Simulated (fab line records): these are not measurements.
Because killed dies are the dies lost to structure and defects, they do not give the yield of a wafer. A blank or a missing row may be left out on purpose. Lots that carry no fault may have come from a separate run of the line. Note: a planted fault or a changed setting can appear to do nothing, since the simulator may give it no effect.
The tool behind it: which one?    flow rit cmos    7 lots, 21 wafers sampled, at 2 steps of a route of 202

## WHAT EACH GAUGE READ, for each wafer
RIT_REOX_THK_MEAS_04.
lot   measured     on             REOX_OXIDE_THK (nm)
L991  day 3 09:01  film metro-03  25.2 24.9 24.8
L993  day 3 19:13  film metro-02  25.5 25.0 25.2
L995  day 4 04:03  film metro-03  24.6 24.9 24.9
L101  day 5 08:53  film metro-02  24.0 24.3 24.2
L105  day 6 04:30  film metro-03  32.3 32.7 33.0
L109  day 7 00:56  film metro-01  25.3 25.3 25.1
L113  day 7 21:08  film metro-03  25.5 24.9 25.0

## EACH LOT AND THE TOOL THAT RAN IT (in order: tool; ch and the chambers of the sampled wafers; start)
lot   RIT_REOX_OXIDATION_03
L991  furnace-04 ch 0, day 3 06:28
L993  furnace-04 ch 0, day 3 16:40
L995  furnace-03 ch 0, day 4 01:30
L101  furnace-03 ch 0, day 5 06:20
L105  furnace-04 ch 0, day 6 01:57
L109  furnace-03 ch 0, day 6 22:23
L113  furnace-03 ch 0, day 7 18:35
- RIT_REOX_OXIDATION_03: target thk 25.2 nm, ox time 5580 s.

## THE ANSWER, worked out from the rows above alone
Rule: what is usual is taken from the lots themselves. The widest of any qualifying gaps counts: lots, ordered by their means at a reading, are off when they make up no more than a third of the lots, leave a main group of 4 or more, and stand apart from it by 3 or more times the standard deviation of that group's means. A main group is skipped when, at the precision printed for the reading in the tables above, its means are all equal. A lot without any number at a reading at which 4 lots or more have one is off too. Any other lot the step has rows for is counted as sound.
Off: L105, at RIT_REOX_THK_MEAS_04 (REOX_OXIDE_THK). For the main group the mean is 24.9 nm and the standard deviation 0.37.
A tool fits if, at a process step before that reading, it ran every lot that is off, and no sound lot after the first of them. Gauges at RIT_REOX_THK_MEAS_04: tried the same way as those tools. One fits: furnace-04 at RIT_REOX_OXIDATION_03. Its last sound lot is L993 (day 3 16:40), its first lot that is off L105 (day 6 01:57): a fault that began between those two fits.

## WHAT THE SIMULATOR HAD PUT IN
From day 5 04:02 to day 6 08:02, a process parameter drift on furnace-04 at RIT_REOX_OXIDATION_03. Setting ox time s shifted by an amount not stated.
Lots struck among those shown: L105. The rule above reached the same finding.
